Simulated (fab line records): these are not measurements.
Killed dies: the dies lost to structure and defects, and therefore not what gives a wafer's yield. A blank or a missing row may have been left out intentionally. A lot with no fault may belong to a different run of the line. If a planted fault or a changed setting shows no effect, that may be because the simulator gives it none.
Which tool was responsible? :: flow berkeley-cmos170 :: Sampling: 14 lots, 42 wafers, 4 of 331 route steps

WHAT THE GAUGES READ, wafer by wafer
UCB170_NWELL_TW_MEAS_16.
lot: L233
measured: day 3 01:41
on: film-metro-04
NWELL_TW: 1256 1263 1256

lot: L234
measured: day 3 08:17
on: film-metro-02
NWELL_TW: 1221 1226 1220

lot: L236
measured: day 3 14:28
on: film-metro-03
NWELL_TW: 1265 1265 1267

lot: L240
measured: day 4 06:17
on: film-metro-03
NWELL_TW: 1241 1249 1246

lot: L241
measured: day 4 22:26
on: film-metro-02
NWELL_TW: 1229 1230 1233

lot: L242
measured: day 4 22:32
on: film-metro-03
NWELL_TW: 1250 1252 1246

lot: L244
measured: day 5 05:41
on: film-metro-02
NWELL_TW: 1224 1226 1230

lot: L246
measured: day 5 17:49
on: film-metro-04
NWELL_TW: 1262 1260 1256

lot: L245
measured: day 5 17:55
on: film-metro-02
NWELL_TW: 1224 1229 1227

lot: L248
measured: day 6 02:30
on: film-metro-02
NWELL_TW: 1232 1227 1232

lot: L250
measured: day 6 11:49
on: film-metro-04
NWELL_TW: 1265 1261 1261

lot: L251
measured: day 6 21:03
on: film-metro-02
NWELL_TW: 1222 1221 1231

lot: L252
measured: day 6 21:28
on: film-metro-03
NWELL_TW: 1257 1256 1252

lot: L254
measured: day 7 04:53
on: film-metro-04
NWELL_TW: 1256 1262 1256

UCB170_PVT_OVL_MEAS_06.
lot: L233
measured: day 6 20:47
on: overlay-01
PVT_OVL (nm): 10 10 3

lot: L234
measured: day 7 10:48
on: overlay-01
PVT_OVL (nm): -1 -2 -6

lot: L236
measured: day 7 11:25
on: overlay-01
PVT_OVL (nm): 3 1 -3

lot: L240
measured: day 8 06:19
on: overlay-01
PVT_OVL (nm): 6 -1 -1

lot: L241
measured: day 9 02:26
on: overlay-01
PVT_OVL (nm): -3 -7 -8

lot: L242
measured: day 9 02:43
on: overlay-01
PVT_OVL (nm): 13 12 8

lot: L244
measured: day 9 10:01
on: overlay-01
PVT_OVL (nm): 6 3 3

lot: L246
measured: day 9 18:19
on: overlay-02
PVT_OVL (nm): 0 1 7

lot: L245
measured: day 9 19:09
on: overlay-02
PVT_OVL (nm): 18 10 15

lot: L248
measured: day 10 11:36
on: overlay-01
PVT_OVL (nm): -1 -3 -1

lot: L250
measured: day 10 16:35
on: overlay-02
PVT_OVL (nm): 8 12 12

lot: L251
measured: day 11 00:14
on: overlay-01
PVT_OVL (nm): -7 -3 1

lot: L252
measured: day 10 23:47
on: overlay-02
PVT_OVL (nm): -1 -1 -4

lot: L254
measured: day 11 08:10
on: overlay-01
PVT_OVL (nm): 4 4 11

UCB170_GATE_OVL_MEAS_13.
lot: L233
measured: day 7 14:31
on: overlay-01
GATE_OVL (nm): -6 -11 -11

lot: L234
measured: day 8 03:58
on: overlay-01
GATE_OVL (nm): -15 -4 5

lot: L236
measured: day 8 04:41
on: overlay-01
GATE_OVL (nm): -3 6 2

lot: L240
measured: day 9 02:17
on: overlay-01
GATE_OVL (nm): 4 5 4

lot: L241
measured: day 10 00:02
on: overlay-02
GATE_OVL (nm): 8 -6 2

lot: L242
measured: day 10 00:17
on: overlay-01
GATE_OVL (nm): 10 9 4

lot: L244
measured: day 10 05:19
on: overlay-01
GATE_OVL (nm): -7 -4 1

lot: L246
measured: day 10 05:34
on: overlay-02
GATE_OVL (nm): -6 -10 0

lot: L245
measured: day 10 05:56
on: overlay-02
GATE_OVL (nm): -3 7 10

lot: L248
measured: day 11 02:14
on: overlay-02
GATE_OVL (nm): 5 -1 -4

lot: L250
measured: day 11 08:39
on: overlay-02
GATE_OVL (nm): 4 3 -2

lot: L251
measured: day 11 13:40
on: overlay-01
GATE_OVL (nm): 0 -3 3

lot: L252
measured: day 11 13:41
on: overlay-02
GATE_OVL (nm): 7 7 11

lot: L254
measured: day 11 22:26
on: overlay-02
GATE_OVL (nm): -2 -2 -5

TOOL THAT RAN EACH LOT (tool first, then ch and the chambers of the sampled wafers, then the start)
lot: L233
UCB170_NWELL_IMPLANT_14: implanter-02 ch 0, day 3 01:28

lot: L234
UCB170_NWELL_IMPLANT_14: implanter-02 ch 0, day 3 08:02

lot: L236
UCB170_NWELL_IMPLANT_14: implanter-02 ch 0, day 3 14:13

lot: L240
UCB170_NWELL_IMPLANT_14: implanter-02 ch 0, day 4 06:04

lot: L241
UCB170_NWELL_IMPLANT_14: implanter-04 ch 0, day 4 22:11

lot: L242
UCB170_NWELL_IMPLANT_14: implanter-02 ch 0, day 4 22:17

lot: L244
UCB170_NWELL_IMPLANT_14: implanter-01 ch 0, day 5 05:26

lot: L246
UCB170_NWELL_IMPLANT_14: implanter-04 ch 0, day 5 17:35

lot: L245
UCB170_NWELL_IMPLANT_14: implanter-01 ch 0, day 5 17:41

lot: L248
UCB170_NWELL_IMPLANT_14: implanter-04 ch 0, day 6 02:15

lot: L250
UCB170_NWELL_IMPLANT_14: implanter-04 ch 0, day 6 11:33

lot: L251
UCB170_NWELL_IMPLANT_14: implanter-04 ch 0, day 6 20:48

lot: L252
UCB170_NWELL_IMPLANT_14: implanter-04 ch 0, day 6 21:14

lot: L254
UCB170_NWELL_IMPLANT_14: implanter-01 ch 0, day 7 04:38
- UCB170_NWELL_IMPLANT_14

WHAT THE TOOLS THEMSELVES READ (means of the sampled wafers that have a number; where no wafer has one, the mark that the record gives instead)
UCB170_NWELL_IMPLANT_14.
lot: L233
tool: implanter-02
dose-ions-cm2: 1e+13
end-station-pressure-torr (Torr): 5.18e-06
tilt-deg (degrees): 6.958

lot: L234
tool: implanter-02
dose-ions-cm2: 1e+13
end-station-pressure-torr (Torr): 5.20e-06
tilt-deg (degrees): 7.002

lot: L236
tool: implanter-02
dose-ions-cm2: 1e+13
end-station-pressure-torr (Torr): 4.96e-06
tilt-deg (degrees): 6.968

lot: L240
tool: implanter-02
dose-ions-cm2: 1e+13
end-station-pressure-torr (Torr): 5.11e-06
tilt-deg (degrees): 8.019

lot: L241
tool: implanter-04
dose-ions-cm2: 1e+13
end-station-pressure-torr (Torr): 5.20e-06
tilt-deg (degrees): 6.988

lot: L242
tool: implanter-02
dose-ions-cm2: 1e+13
end-station-pressure-torr (Torr): 5.14e-06
tilt-deg (degrees): 8.016

lot: L244
tool: implanter-01
dose-ions-cm2: 1e+13
end-station-pressure-torr (Torr): 4.89e-06
tilt-deg (degrees): 6.983

lot: L246
tool: implanter-04
dose-ions-cm2: 1e+13
end-station-pressure-torr (Torr): 5.13e-06
tilt-deg (degrees): 6.994

lot: L245
tool: implanter-01
dose-ions-cm2: 1e+13
end-station-pressure-torr (Torr): 5.10e-06
tilt-deg (degrees): 7.012

lot: L248
tool: implanter-04
dose-ions-cm2: 1e+13
end-station-pressure-torr (Torr): 4.98e-06
tilt-deg (degrees): 7.013

lot: L250
tool: implanter-04
dose-ions-cm2: 1e+13
end-station-pressure-torr (Torr): 5.25e-06
tilt-deg (degrees): 6.988

lot: L251
tool: implanter-04
dose-ions-cm2: 1e+13
end-station-pressure-torr (Torr): 5.09e-06
tilt-deg (degrees): 6.998

lot: L252
tool: implanter-04
dose-ions-cm2: 1e+13
end-station-pressure-torr (Torr): 5.11e-06
tilt-deg (degrees): 7.002

lot: L254
tool: implanter-01
dose-ions-cm2: 1e+13
end-station-pressure-torr (Torr): 5.09e-06
tilt-deg (degrees): 6.994

THE ANSWER, worked out from the rows above alone
Rule: what is usual is taken from the lots themselves. The widest of any qualifying gaps counts: lots, ordered by their means at a reading, are off when they make up no more than a third of the lots, leave a main group of 4 or more, and stand apart from it by 3 or more times the standard deviation of that group's means. If all means in a main group match to the digits the tables above print for the reading, that group is not used. A lot without any number at a reading at which 4 lots or more have one is off too. Any other lot the step has rows for is counted as sound. First the gauges in route order, then the tools' own readings, where a lot's mean is used as printed above. The first step at which some lot is off is used, and at that step the reading that is off furthest; a lot without a number counts as furthest.
Off at UCB170_NWELL_IMPLANT_14 (tilt-deg): L240, L242. The main group: mean 6.992 degrees, standard deviation 0.016.
If a tool, at that step or one of the process steps before it, ran each lot that is off and ran no sound lot following the first of them, it fits. One fits: implanter-02 at UCB170_NWELL_IMPLANT_14. Its last sound lot is L236 (day 3 14:13), its first lot that is off L240 (day 4 06:04): a fault that began between those two fits.
The tool's own readings at UCB170_NWELL_IMPLANT_14 bear it out: on the lots that are off they differ by more than 5 times the standard deviation of the sound lots' means. tilt-deg reads 8.018 degrees there against 6.992 degrees on the sound lots.

WHAT THE SIMULATOR HAD INSERTED
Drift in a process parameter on implanter-02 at UCB170_NWELL_IMPLANT_14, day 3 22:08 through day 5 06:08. The setting tilt-deg was moved by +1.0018, starting from 7. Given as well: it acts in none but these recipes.
Shown lots that were struck: L240, L242. The rule given above showed the same thing.
